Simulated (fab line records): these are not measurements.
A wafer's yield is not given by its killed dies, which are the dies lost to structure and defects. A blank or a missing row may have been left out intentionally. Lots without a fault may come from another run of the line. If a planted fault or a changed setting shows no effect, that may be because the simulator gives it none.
Which tool was responsible? || flow berkeleyCmos170 || Sampling: 14 lots, 42 wafers, 5 of 331 route steps

WHAT THE GAUGES READ, wafer by wafer
UCB170_ACTIVE_OVL_MEAS_14. Usual: ACTIVE_OVL gives 0 nm (standard deviation 5.2).
{"lot": "L589", "measured": "day 5 18:25", "on": "overlay-01", "ACTIVE_OVL (nm)": "-1 -9 -4", "flag": ""}
{"lot": "L590", "measured": "day 6 02:08", "on": "overlay-01", "ACTIVE_OVL (nm)": "3 -8 1", "flag": ""}
{"lot": "L591", "measured": "day 6 02:20", "on": "overlay-02", "ACTIVE_OVL (nm)": "-2 1 8", "flag": ""}
{"lot": "L592", "measured": "day 6 13:45", "on": "overlay-01", "ACTIVE_OVL (nm)": "5 2 4", "flag": ""}
{"lot": "L594", "measured": "day 7 02:20", "on": "overlay-01", "ACTIVE_OVL (nm)": "0 1 -1", "flag": ""}
{"lot": "L595", "measured": "day 7 03:04", "on": "overlay-01", "ACTIVE_OVL (nm)": "3 2 2", "flag": ""}
{"lot": "L600", "measured": "day 7 14:32", "on": "overlay-02", "ACTIVE_OVL (nm)": "9 1 3", "flag": ""}
{"lot": "L597", "measured": "day 7 14:50", "on": "overlay-01", "ACTIVE_OVL (nm)": "-3 -9 -5", "flag": ""}
{"lot": "L602", "measured": "day 8 00:27", "on": "overlay-01", "ACTIVE_OVL (nm)": "-8 -15 -12", "flag": ""}
{"lot": "L603", "measured": "day 8 00:43", "on": "overlay-02", "ACTIVE_OVL (nm)": "-8 -5 -13", "flag": ""}
{"lot": "L601", "measured": "day 8 00:49", "on": "overlay-01", "ACTIVE_OVL (nm)": "1 3 6", "flag": ""}
{"lot": "L607", "measured": "day 8 15:38", "on": "overlay-01", "ACTIVE_OVL (nm)": "-1 4 0", "flag": ""}
{"lot": "L611", "measured": "day 9 21:48", "on": "overlay-01", "ACTIVE_OVL (nm)": "-5 -4 -5", "flag": ""}
{"lot": "L612", "measured": "day 10 04:50", "on": "overlay-02", "ACTIVE_OVL (nm)": "-2 -4 -8", "flag": ""}

UCB170_FIELD_THK_MEAS_90. Usual: FIELD_OXIDE_LEFT_1_THK gives 436 nm (standard deviation 11).
{"lot": "L589", "measured": "day 6 14:06", "on": "filmMetro-01", "FIELD_OXIDE_LEFT_1_THK (nm)": "433 436 435", "flag": ""}
{"lot": "L590", "measured": "day 7 01:31", "on": "filmMetro-04", "FIELD_OXIDE_LEFT_1_THK (nm)": "440 442 426", "flag": ""}
{"lot": "L591", "measured": "day 7 01:31", "on": "filmMetro-01", "FIELD_OXIDE_LEFT_1_THK (nm)": "415 420 427", "flag": ""}
{"lot": "L592", "measured": "day 7 10:25", "on": "filmMetro-04", "FIELD_OXIDE_LEFT_1_THK (nm)": "450 459 435", "flag": ""}
{"lot": "L594", "measured": "day 7 21:52", "on": "filmMetro-01", "FIELD_OXIDE_LEFT_1_THK (nm)": "429 444 436", "flag": ""}
{"lot": "L595", "measured": "day 7 21:52", "on": "filmMetro-04", "FIELD_OXIDE_LEFT_1_THK (nm)": "437 442 448", "flag": ""}
{"lot": "L600", "measured": "day 8 10:51", "on": "filmMetro-01", "FIELD_OXIDE_LEFT_1_THK (nm)": "442 441 446", "flag": ""}
{"lot": "L597", "measured": "day 8 10:48", "on": "filmMetro-01", "FIELD_OXIDE_LEFT_1_THK (nm)": "426 423 422", "flag": ""}
{"lot": "L602", "measured": "day 8 21:03", "on": "filmMetro-02", "FIELD_OXIDE_LEFT_1_THK (nm)": "445 438 443", "flag": ""}
{"lot": "L603", "measured": "day 8 21:01", "on": "filmMetro-02", "FIELD_OXIDE_LEFT_1_THK (nm)": "427 425 423", "flag": ""}
{"lot": "L601", "measured": "day 8 21:06", "on": "filmMetro-01", "FIELD_OXIDE_LEFT_1_THK (nm)": "437 437 434", "flag": ""}
{"lot": "L607", "measured": "day 9 17:59", "on": "filmMetro-02", "FIELD_OXIDE_LEFT_1_THK (nm)": "451 454 454", "flag": ""}
{"lot": "L611", "measured": "day 10 21:55", "on": "filmMetro-01", "FIELD_OXIDE_LEFT_1_THK (nm)": "435 435 441", "flag": ""}
{"lot": "L612", "measured": "day 10 21:59", "on": "filmMetro-01", "FIELD_OXIDE_LEFT_1_THK (nm)": "433 437 432", "flag": ""}

UCB170_PLDD_TW_MEAS_11. Usual: PLDD_TW gives 1008 (standard deviation 5.3).
{"lot": "L589", "measured": "day 8 06:14", "on": "filmMetro-04", "PLDD_TW": "1009 1007 1004", "flag": ""}
{"lot": "L590", "measured": "day 8 12:37", "on": "filmMetro-04", "PLDD_TW": "1007 1007 1004", "flag": ""}
{"lot": "L591", "measured": "day 8 13:22", "on": "filmMetro-03", "PLDD_TW": "1011 1011 1013", "flag": ""}
{"lot": "L592", "measured": "day 9 03:13", "on": "filmMetro-04", "PLDD_TW": "1005 1002 1006", "flag": ""}
{"lot": "L594", "measured": "day 9 23:15", "on": "filmMetro-01", "PLDD_TW": "1008 1011 1013", "flag": ""}
{"lot": "L595", "measured": "day 9 22:38", "on": "filmMetro-03", "PLDD_TW": "1012 1006 1005", "flag": ""}
{"lot": "L600", "measured": "day 10 13:02", "on": "filmMetro-04", "PLDD_TW": "1001 995 1004", "flag": ""}
{"lot": "L597", "measured": "day 10 13:46", "on": "filmMetro-04", "PLDD_TW": "1003 996 1000", "flag": ""}
{"lot": "L602", "measured": "day 11 01:11", "on": "filmMetro-04", "PLDD_TW": "30 30 30 30 30 30", "flag": "OFF"}
{"lot": "L603", "measured": "day 11 01:02", "on": "filmMetro-04", "PLDD_TW": "30 30 30 30 30 30", "flag": "OFF"}
{"lot": "L601", "measured": "day 11 01:20", "on": "filmMetro-01", "PLDD_TW": "1018 1015 1012", "flag": ""}
{"lot": "L607", "measured": "day 11 10:31", "on": "filmMetro-01", "PLDD_TW": "1016 1017 1016", "flag": ""}
{"lot": "L611", "measured": "day 12 18:15", "on": "filmMetro-03", "PLDD_TW": "1009 1005 1005", "flag": ""}
{"lot": "L612", "measured": "day 12 18:48", "on": "filmMetro-04", "PLDD_TW": "1008 1006 1009", "flag": ""}

TOOL THAT RAN EACH LOT (tool first, then ch and the chambers of the sampled wafers, then the start)
{"lot": "L589", "UCB170_GATE_STRIP_16": "plasmaAsher-04 ch 0,1, day 8 03:30", "UCB170_PLDD_STRIP_10": "plasmaAsher-01 ch 0,1, day 8 06:08"}
{"lot": "L590", "UCB170_GATE_STRIP_16": "plasmaAsher-01 ch 0,1, day 8 10:35", "UCB170_PLDD_STRIP_10": "plasmaAsher-03 ch 0,1, day 8 12:31"}
{"lot": "L591", "UCB170_GATE_STRIP_16": "plasmaAsher-04 ch 0,1, day 8 10:52", "UCB170_PLDD_STRIP_10": "plasmaAsher-01 ch 0,1, day 8 13:16"}
{"lot": "L592", "UCB170_GATE_STRIP_16": "plasmaAsher-02 ch 0,1, day 9 00:22", "UCB170_PLDD_STRIP_10": "plasmaAsher-01 ch 0,1, day 9 03:06"}
{"lot": "L594", "UCB170_GATE_STRIP_16": "plasmaAsher-04 ch 0,1, day 9 21:10", "UCB170_PLDD_STRIP_10": "plasmaAsher-01 ch 0,1, day 9 23:10"}
{"lot": "L595", "UCB170_GATE_STRIP_16": "plasmaAsher-04 ch 0,1, day 9 20:39", "UCB170_PLDD_STRIP_10": "plasmaAsher-03 ch 0,1, day 9 22:32"}
{"lot": "L600", "UCB170_GATE_STRIP_16": "plasmaAsher-01 ch 0,1, day 10 11:11", "UCB170_PLDD_STRIP_10": "plasmaAsher-01 ch 0,1, day 10 12:56"}
{"lot": "L597", "UCB170_GATE_STRIP_16": "plasmaAsher-02 ch 0, day 10 11:18", "UCB170_PLDD_STRIP_10": "plasmaAsher-01 ch 0,1, day 10 13:39"}
{"lot": "L602", "UCB170_GATE_STRIP_16": "plasmaAsher-04 ch 0,1, day 10 20:01", "UCB170_PLDD_STRIP_10": "plasmaAsher-03 ch 0,1, day 11 01:05"}
{"lot": "L603", "UCB170_GATE_STRIP_16": "plasmaAsher-02 ch 0,1, day 10 20:19", "UCB170_PLDD_STRIP_10": "plasmaAsher-01 ch 0,1, day 11 00:57"}
{"lot": "L601", "UCB170_GATE_STRIP_16": "plasmaAsher-04 ch 0,1, day 10 20:37", "UCB170_PLDD_STRIP_10": "plasmaAsher-01 ch 0, day 11 01:13"}
{"lot": "L607", "UCB170_GATE_STRIP_16": "plasmaAsher-04 ch 0,1, day 11 07:52", "UCB170_PLDD_STRIP_10": "plasmaAsher-03 ch 0,1, day 11 10:24"}
{"lot": "L611", "UCB170_GATE_STRIP_16": "plasmaAsher-04 ch 0,1, day 12 14:29", "UCB170_PLDD_STRIP_10": "plasmaAsher-03 ch 0,1, day 12 18:09"}
{"lot": "L612", "UCB170_GATE_STRIP_16": "plasmaAsher-01 ch 0,1, day 12 14:59", "UCB170_PLDD_STRIP_10": "plasmaAsher-03 ch 0,1, day 12 18:42"}
- UCB170_GATE_STRIP_16: strips in O2.
- UCB170_PLDD_STRIP_10: strips in O2.

AS READ BY THE TOOLS THEMSELVES (means over the sampled wafers that have a number; for cases with no such wafer, the mark the record gives instead)
UCB170_GATE_STRIP_16. Usual: chamberPressureMTorr 3500 mTorr, standard deviation 3.1; drypumpMotorCurrentA 6.0 A, standard deviation 0.55; oesProductAu 0.723 a.u., standard deviation 0.0042.
{"lot": "L589", "tool": "plasmaAsher-04", "chamberPressureMTorr (mTorr)": 3499, "drypumpMotorCurrentA (A)": 6.2, "oesProductAu (a.u.)": 0.726, "flag": ""}
{"lot": "L590", "tool": "plasmaAsher-01", "chamberPressureMTorr (mTorr)": 3501, "drypumpMotorCurrentA (A)": 6.1, "oesProductAu (a.u.)": 0.726, "flag": ""}
{"lot": "L591", "tool": "plasmaAsher-04", "chamberPressureMTorr (mTorr)": 3501, "drypumpMotorCurrentA (A)": 6.2, "oesProductAu (a.u.)": 0.727, "flag": ""}
{"lot": "L592", "tool": "plasmaAsher-02", "chamberPressureMTorr (mTorr)": 3502, "drypumpMotorCurrentA (A)": 5.7, "oesProductAu (a.u.)": 0.725, "flag": ""}
{"lot": "L594", "tool": "plasmaAsher-04", "chamberPressureMTorr (mTorr)": 3500, "drypumpMotorCurrentA (A)": 6.2, "oesProductAu (a.u.)": 0.725, "flag": ""}
{"lot": "L595", "tool": "plasmaAsher-04", "chamberPressureMTorr (mTorr)": 3500, "drypumpMotorCurrentA (A)": 5.8, "oesProductAu (a.u.)": 0.719, "flag": ""}
{"lot": "L600", "tool": "plasmaAsher-01", "chamberPressureMTorr (mTorr)": 3500, "drypumpMotorCurrentA (A)": 6.1, "oesProductAu (a.u.)": 0.725, "flag": ""}
{"lot": "L597", "tool": "plasmaAsher-02", "chamberPressureMTorr (mTorr)": 3496, "drypumpMotorCurrentA (A)": 6.6, "oesProductAu (a.u.)": 0.726, "flag": ""}
{"lot": "L602", "tool": "plasmaAsher-04", "chamberPressureMTorr (mTorr)": "-", "drypumpMotorCurrentA (A)": "-", "oesProductAu (a.u.)": "-", "flag": "OFF"}
{"lot": "L603", "tool": "plasmaAsher-02", "chamberPressureMTorr (mTorr)": "-", "drypumpMotorCurrentA (A)": "-", "oesProductAu (a.u.)": "-", "flag": "OFF"}
{"lot": "L601", "tool": "plasmaAsher-04", "chamberPressureMTorr (mTorr)": 3500, "drypumpMotorCurrentA (A)": 5.8, "oesProductAu (a.u.)": 0.721, "flag": ""}
{"lot": "L607", "tool": "plasmaAsher-04", "chamberPressureMTorr (mTorr)": 3500, "drypumpMotorCurrentA (A)": 6.2, "oesProductAu (a.u.)": 0.724, "flag": ""}
{"lot": "L611", "tool": "plasmaAsher-04", "chamberPressureMTorr (mTorr)": 3498, "drypumpMotorCurrentA (A)": 5.8, "oesProductAu (a.u.)": 0.721, "flag": ""}
{"lot": "L612", "tool": "plasmaAsher-01", "chamberPressureMTorr (mTorr)": 3500, "drypumpMotorCurrentA (A)": 6.1, "oesProductAu (a.u.)": 0.723, "flag": ""}

UCB170_PLDD_STRIP_10. Usual: chamberPressureMTorr 3500 mTorr, standard deviation 3.2; drypumpMotorCurrentA 6.2 A, standard deviation 0.45; oesProductAu 0.734 a.u., standard deviation 0.0046; stripTimeToEndpointS 21.63 s, standard deviation 0.078.
{"lot": "L589", "tool": "plasmaAsher-01", "chamberPressureMTorr (mTorr)": 3502, "drypumpMotorCurrentA (A)": 6.1, "oesProductAu (a.u.)": 0.727, "stripTimeToEndpointS (s)": 21.63, "flag": ""}
{"lot": "L590", "tool": "plasmaAsher-03", "chamberPressureMTorr (mTorr)": 3501, "drypumpMotorCurrentA (A)": 6.5, "oesProductAu (a.u.)": 0.735, "stripTimeToEndpointS (s)": 21.69, "flag": ""}
{"lot": "L591", "tool": "plasmaAsher-01", "chamberPressureMTorr (mTorr)": 3498, "drypumpMotorCurrentA (A)": 6.2, "oesProductAu (a.u.)": 0.734, "stripTimeToEndpointS (s)": 21.75, "flag": ""}
{"lot": "L592", "tool": "plasmaAsher-01", "chamberPressureMTorr (mTorr)": 3503, "drypumpMotorCurrentA (A)": 6.3, "oesProductAu (a.u.)": 0.734, "stripTimeToEndpointS (s)": 21.65, "flag": ""}
{"lot": "L594", "tool": "plasmaAsher-01", "chamberPressureMTorr (mTorr)": 3501, "drypumpMotorCurrentA (A)": 6.2, "oesProductAu (a.u.)": 0.732, "stripTimeToEndpointS (s)": 21.71, "flag": ""}
{"lot": "L595", "tool": "plasmaAsher-03", "chamberPressureMTorr (mTorr)": 3500, "drypumpMotorCurrentA (A)": 6.5, "oesProductAu (a.u.)": 0.740, "stripTimeToEndpointS (s)": 21.47, "flag": ""}
{"lot": "L600", "tool": "plasmaAsher-01", "chamberPressureMTorr (mTorr)": 3500, "drypumpMotorCurrentA (A)": 6.2, "oesProductAu (a.u.)": 0.737, "stripTimeToEndpointS (s)": 21.64, "flag": ""}
{"lot": "L597", "tool": "plasmaAsher-01", "chamberPressureMTorr (mTorr)": 3500, "drypumpMotorCurrentA (A)": 6.2, "oesProductAu (a.u.)": 0.738, "stripTimeToEndpointS (s)": 21.50, "flag": ""}
{"lot": "L602", "tool": "plasmaAsher-03", "chamberPressureMTorr (mTorr)": 3497, "drypumpMotorCurrentA (A)": 6.5, "oesProductAu (a.u.)": 0.738, "stripTimeToEndpointS (s)": 46.28, "flag": "OFF"}
{"lot": "L603", "tool": "plasmaAsher-01", "chamberPressureMTorr (mTorr)": 3501, "drypumpMotorCurrentA (A)": 6.2, "oesProductAu (a.u.)": 0.742, "stripTimeToEndpointS (s)": 46.40, "flag": "OFF"}
{"lot": "L601", "tool": "plasmaAsher-01", "chamberPressureMTorr (mTorr)": 3498, "drypumpMotorCurrentA (A)": 6.0, "oesProductAu (a.u.)": 0.730, "stripTimeToEndpointS (s)": 21.62, "flag": ""}
{"lot": "L607", "tool": "plasmaAsher-03", "chamberPressureMTorr (mTorr)": 3497, "drypumpMotorCurrentA (A)": 6.3, "oesProductAu (a.u.)": 0.738, "stripTimeToEndpointS (s)": 21.68, "flag": ""}
{"lot": "L611", "tool": "plasmaAsher-03", "chamberPressureMTorr (mTorr)": 3503, "drypumpMotorCurrentA (A)": 6.5, "oesProductAu (a.u.)": 0.736, "stripTimeToEndpointS (s)": 21.68, "flag": ""}
{"lot": "L612", "tool": "plasmaAsher-03", "chamberPressureMTorr (mTorr)": 3498, "drypumpMotorCurrentA (A)": 6.3, "oesProductAu (a.u.)": 0.738, "stripTimeToEndpointS (s)": 21.62, "flag": ""}

THE ANSWER, worked out from the rows above alone
Rule: lot off if the mean of its wafers having a number is beyond 3 standard deviations from the usual mean. Also off: a lot with no number at a reading for which 4 or more lots have one. Where the step has rows for the other lots, those lots are counted as sound. Order of review: gauges by route order, followed by the tools' own readings, for which a lot's mean as printed above is used. At the first step where some lot is off, the reading lying furthest off is the one used; lots without a number count as furthest.
Off: L602, L603, at UCB170_PLDD_TW_MEAS_11 (PLDD_TW).
A tool fits if, at a process step before that reading, it ran every lot that is off, and no sound lot after the first of them. The gauges at UCB170_PLDD_TW_MEAS_11 aren't tried: what is off there is off at UCB170_GATE_STRIP_16 too, on other tools, and a gauge's error can't cause that. Of those tried, none fits.

WHAT THE SIMULATOR HAD PUT IN
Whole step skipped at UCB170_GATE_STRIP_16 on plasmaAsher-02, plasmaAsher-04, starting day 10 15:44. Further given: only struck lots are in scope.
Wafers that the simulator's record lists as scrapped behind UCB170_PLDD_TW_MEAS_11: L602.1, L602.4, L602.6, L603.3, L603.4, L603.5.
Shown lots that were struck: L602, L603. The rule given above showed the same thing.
